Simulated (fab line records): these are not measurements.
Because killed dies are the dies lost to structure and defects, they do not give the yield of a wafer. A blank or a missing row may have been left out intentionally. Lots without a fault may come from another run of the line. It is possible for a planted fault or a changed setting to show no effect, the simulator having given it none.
Which tool did it?	flow berkeley cmos170	13 lots, 39 wafers sampled, at 6 steps of a route of 331

## WHAT THE GAUGES SHOWED, per wafer
UCB170_PWELL_OVL_MEAS_13. Usual: PWELL_OVL typically reads 5 nm, with standard deviation 5.1.
lot	measured	on	PWELL_OVL (nm)	flag
L710	day 3 10:49	overlay-02	1 -5 -1	
L711	day 4 00:26	overlay-02	8 2 16	
L713	day 4 00:41	overlay-01	14 6 8	
L717	day 5 08:11	overlay-01	5 0 2	
L716	day 5 07:28	overlay-01	8 8 4	
L719	day 5 18:38	overlay-02	-3 3 8	
L724	day 6 21:01	overlay-01	13 4 10	
L725	day 6 20:29	overlay-02	8 6 2	
L726	day 7 08:33	overlay-02	-1 3 6	
L728	day 7 16:52	overlay-01	0 -1 8	
L729	day 7 16:29	overlay-02	6 2 6	
L731	day 7 20:29	overlay-01	18 -2 9	
L732	day 8 05:14	overlay-02	5 0 3	

UCB170_PFIELD_OVL_MEAS_06. Usual: PFIELD_OVL typically reads 0 nm, with standard deviation 6.1.
lot	measured	on	PFIELD_OVL (nm)	flag
L710	day 5 01:35	overlay-02	-2 2 5	
L711	day 5 18:55	overlay-01	12 5 6	
L713	day 5 18:45	overlay-01	-2 -8 -12	
L717	day 7 02:45	overlay-01	11 2 3	
L716	day 7 02:52	overlay-01	- - -	OFF
L719	day 7 09:38	overlay-02	-3 0 -4	
L724	day 8 12:16	overlay-02	-5 -5 -4	
L725	day 8 11:45	overlay-02	7 3 1	
L726	day 8 20:41	overlay-01	11 6 6	
L728	day 9 05:33	overlay-02	-5 3 2	
L729	day 9 05:31	overlay-01	2 -12 -9	
L731	day 9 05:17	overlay-02	5 5 8	
L732	day 9 15:12	overlay-01	-8 -1 -3	

UCB170_PFIELD_TW_MEAS_09. Usual: PFIELD_TW typically reads 602, with standard deviation 4.4.
lot	measured	on	PFIELD_TW	flag
L710	day 5 01:52	film metro-03	597 599 597	
L711	day 5 19:13	film metro-03	603 599 600	
L713	day 5 19:02	film metro-04	602 605 602	
L717	day 7 03:02	film metro-04	605 604 605	
L716	day 7 03:10	film metro-04	30 30 30 30 30 30	OFF
L719	day 7 09:56	film metro-04	603 608 605	
L724	day 8 12:37	film metro-02	598 598 595	
L725	day 8 12:02	film metro-04	606 604 602	
L726	day 8 20:59	film metro-04	606 604 606	
L728	day 9 05:50	film metro-04	602 605 606	
L729	day 9 05:48	film metro-03	598 601 597	
L731	day 9 05:34	film metro-04	607 606 607	
L732	day 9 15:29	film metro-04	611 608 602	

## EACH LOT AND THE TOOL THAT RAN IT (in order: tool; ch and the chambers of the sampled wafers; start)
lot	UCB170_ZERO_ETCH_06	UCB170_ACTIVE_ETCH_15	UCB170_PFIELD_EXPOSE_03
L710	rie diel-03 ch 1,2,3, day 2 01:33	rie diel-02 ch 0,1,2, day 4 21:53	krf scanner-02 ch 0, day 5 01:00
L711	rie diel-03 ch 1,2,3, day 2 06:50	rie diel-04 ch 0,2,3, day 5 16:11	krf scanner-02 ch 0, day 5 18:05
L713	rie diel-04 ch 2,3, day 2 16:30	rie diel-03 ch 1,2,3, day 5 15:53	krf scanner-01 ch 0, day 5 17:49
L717	rie diel-04 ch 0,3, day 3 13:15	rie diel-04 ch 1,2, day 6 21:53	krf scanner-02 ch 0, day 7 01:11
L716	rie diel-01 ch 0,3, day 3 13:25	rie diel-03 ch 0,1,3, day 6 21:20	krf scanner-02 ch 0, day 7 01:30
L719	rie diel-03 ch 0,1,2, day 4 02:20	rie diel-04 ch 0,1,3, day 7 07:01	krf scanner-01 ch 0, day 7 08:58
L724	rie diel-04 ch 0,3, day 5 01:41	rie diel-03 ch 1,2,3, day 8 09:49	krf scanner-01 ch 0, day 8 11:29
L725	rie diel-03 ch 1,2,3, day 5 06:19	rie diel-04 ch 0,1,2, day 8 09:33	krf scanner-02 ch 0, day 8 11:03
L726	rie diel-01 ch 0,1,3, day 5 18:04	rie diel-02 ch 0,1,2, day 8 18:51	krf scanner-02 ch 0, day 8 20:05
L728	rie diel-01 ch 1,2, day 6 01:31	rie diel-03 ch 0,2,3, day 9 00:58	krf scanner-01 ch 0, day 9 04:08
L729	rie diel-04 ch 2,3, day 6 01:47	rie diel-04 ch 0,1,2, day 9 00:41	krf scanner-01 ch 0, day 9 04:01
L731	rie diel-03 ch 0,1,3, day 6 11:23	rie diel-02 ch 0,2,3, day 9 01:01	krf scanner-02 ch 0, day 9 03:47
L732	rie diel-03 ch 1,3, day 6 18:38	rie diel-04 ch 2,3, day 9 13:26	krf scanner-01 ch 0, day 9 14:50
- UCB170_ZERO_ETCH_06: etches SiO2 in CHF3/CF4/Ar, time 12 s.
- UCB170_ACTIVE_ETCH_15: etches Si3N4 in CH3F/Ar/O2, stops on SiO2, target depth 242 nm, time 151 s.
- UCB170_PFIELD_EXPOSE_03: exposes mask PFIELD, target cd 1500 nm.

## AS READ BY THE TOOLS THEMSELVES (means over the sampled wafers that have a number; for cases with no such wafer, the mark the record gives instead)
UCB170_ZERO_ETCH_06. Usual: drypump motor current A 5.7 A, standard deviation 0.58; mfc ar sccm 120.0 sccm, standard deviation 0.35; oes product au 0.621 a.u., standard deviation 0.0094; throttle valve pct 9.27 %, standard deviation 0.17.
lot	tool	drypump motor current A (A)	mfc ar sccm (sccm)	oes product au (a.u.)	throttle valve pct (%)	flag
L710	rie diel-03	5.5	120.4	0.623	9.22	
L711	rie diel-03	5.6	119.8	0.615	9.23	
L713	rie diel-04	6.2	119.8	0.613	9.21	
L717	rie diel-04	5.5	120.2	0.617	9.28	
L716	rie diel-01	6.5	119.6	0.630	9.45	
L719	rie diel-03	5.5	120.3	0.612	9.22	
L724	rie diel-04	5.4	119.9	0.624	9.15	
L725	rie diel-03	5.5	120.2	0.620	9.23	
L726	rie diel-01	5.9	119.9	0.627	9.40	
L728	rie diel-01	5.5	120.0	0.617	9.47	
L729	rie diel-04	5.7	119.9	0.621	9.11	
L731	rie diel-03	5.9	119.9	0.617	9.24	
L732	rie diel-03	6.0	120.4	0.630	9.25	

UCB170_ACTIVE_ETCH_15. Usual: drypump motor current A 5.9 A, standard deviation 0.54; mfc ar sccm 50.00 sccm, standard deviation 0.14; oes product au 0.947 a.u., standard deviation 0.015; throttle valve pct 8.04 %, standard deviation 0.13.
lot	tool	drypump motor current A (A)	mfc ar sccm (sccm)	oes product au (a.u.)	throttle valve pct (%)	flag
L710	rie diel-02	6.2	50.15	0.953	8.11	
L711	rie diel-04	5.8	49.95	0.932	8.07	
L713	rie diel-03	5.6	50.05	0.938	8.02	
L717	rie diel-04	5.9	50.04	0.955	8.00	
L716	rie diel-03	5.9	50.02	0.949	8.04	
L719	rie diel-04	5.5	49.95	0.960	8.00	
L724	rie diel-03	5.5	49.96	0.945	8.04	
L725	rie diel-04	5.9	49.97	0.943	8.10	
L726	rie diel-02	6.2	50.06	0.949	8.10	
L728	rie diel-03	5.9	50.00	0.933	7.93	
L729	rie diel-04	5.9	49.93	0.949	8.09	
L731	rie diel-02	6.2	49.97	0.944	8.04	
L732	rie diel-04	6.2	49.88	0.932	8.05	

## THE ANSWER, worked out from the rows above alone
Rule: a lot counts as off when the mean over its wafers that have a number is more than 3 standard deviations away from the usual mean. Also off: a lot with no number at a reading for which 4 or more lots have one. All remaining lots with rows at the step are treated as sound. Order of review: gauges by route order, followed by the tools' own readings, for which a lot's mean as printed above is used. The first step at which some lot is off is used, and at that step the reading that is off furthest; a lot without a number counts as furthest.
Off: L716, at UCB170_PFIELD_OVL_MEAS_06 (PFIELD_OVL). Without a number there: L716.
If a tool, at a process step before that reading, ran all the lots that are off and no sound lot after the first of them, it fits. Not tried: the gauges at UCB170_PFIELD_OVL_MEAS_06; whatever is off there is also off at UCB170_PFIELD_TW_MEAS_09, on other tools, and gauge error can't account for it. No candidate that was tried fits.

## WHAT THE SIMULATOR HAD PUT IN
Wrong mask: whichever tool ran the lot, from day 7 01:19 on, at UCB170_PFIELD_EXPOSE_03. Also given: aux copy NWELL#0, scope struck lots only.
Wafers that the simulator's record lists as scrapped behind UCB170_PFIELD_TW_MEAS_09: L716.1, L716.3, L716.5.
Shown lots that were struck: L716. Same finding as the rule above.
